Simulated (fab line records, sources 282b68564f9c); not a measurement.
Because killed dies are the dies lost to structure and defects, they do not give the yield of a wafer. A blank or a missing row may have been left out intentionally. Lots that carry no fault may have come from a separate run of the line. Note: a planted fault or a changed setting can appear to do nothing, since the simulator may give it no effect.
Struck lot and sound lot, side by side -- flow rit_cmos -- 14 steps out of a route of 202
Sound: the wafers L878.1, L878.3, L878.5. Wafers L884.1, L884.3, L884.4 were the ones struck. Last of all comes the cause.
Per side, at each step with rows, come the tool, then ch with its chambers, and then its first start. Under that, the readings that differ: sound wafers -- struck wafers -- difference of the means -- sigmas: that difference in standard deviations of wafers without a fault.
alike: words and numbers the same on both sides, and readings whose means are apart by under 2 such deviations; not compared: readings that were withheld, readings missing a value for some wafer, numbers with overlapping values and no deviation given by the record, and bounds like >300 which may hide the same value.
The two part at a step that has a row with sigmas, a row that says differs or no value, or rows on one side only. Numbers that have no deviation but don't overlap get no sigmas and don't part them. A reading missing from all wafers of one side parts the sides only when that side holds two or more wafers.

first, 1 step without rows for these wafers: RIT_GATE_HARDBAKE_18 (time 60 s).
RIT_GATE_ETCH_19: etches poly-Si in SF6/CHF3/O2, stops on SiO2, time 165 s, target depth 312.5 nm.
  sound on rie_si-01 ch 0,1,2, day 2 14:40; struck on rie_si-01 ch 0,1,3, day 3 19:22
  alike: SF6_flow_sccm, drypump_motor_current_A, oes_product_au, throttle_valve_pct
  not compared: rf_hours_counter_h
RIT_GATE_STRIP_20: strips in O2, time 180 s.
  sound on plasma_asher-04 ch 0,1, day 2 14:46; struck on plasma_asher-02 ch 0,1, day 3 19:29
  alike: drypump_motor_current_A, o2_flow_sccm
  not compared: rf_hours_counter_h
RIT_GATE_CD_MEAS_90: target cd 150 nm.
  sound on cd_sem-01 at day 2 14:57; struck on cd_sem-02 at day 3 19:40
  alike: cd_nm
then, 4 steps without rows for these wafers: RIT_REOX_CLEAN_00 (cleans in SC1, time 600 s); RIT_REOX_CLEAN_01 (cleans in dHF, time 30 s); RIT_REOX_CLEAN_02 (cleans in SC2, time 600 s); RIT_REOX_OXIDATION_03 (target thk 25.2 nm, ox time 5580 s).
RIT_REOX_THK_MEAS_04:
  sound on film_metro-02 at day 2 17:59; struck on film_metro-01 at day 3 22:41
reading,sound,struck,difference,sigmas
REOX_OXIDE_THK (nm),25.5 25.7 25.4,24.8 24.7 24.3,-0.9,-2
then, 3 steps without rows for these wafers: RIT_NLDD_HMDS_00 (prime time 60 s); RIT_NLDD_COAT_01 (resist thk 1000 nm); RIT_NLDD_SOFTBAKE_02 (time 60 s).
RIT_NLDD_EXPOSE_03: exposes mask M7, target cd 40700 nm.
  sound on iline_stepper-02 ch 0, day 2 18:30; struck on iline_stepper-01, day 3 23:20
  no value came back on the struck wafers for exposure_dose_mJ_cm2, focus_offset_nm (nm); on the sound wafers exposure_dose_mJ_cm2 reads 249.89 249.68 249.98
  alike: mask
after that, 1 step had no rows for these wafers: RIT_NLDD_PEB_04.

WHERE THEY PART
Earliest at RIT_REOX_THK_MEAS_04; latest, in this record, at RIT_NLDD_EXPOSE_03.

WHY: the cause the simulator had injected
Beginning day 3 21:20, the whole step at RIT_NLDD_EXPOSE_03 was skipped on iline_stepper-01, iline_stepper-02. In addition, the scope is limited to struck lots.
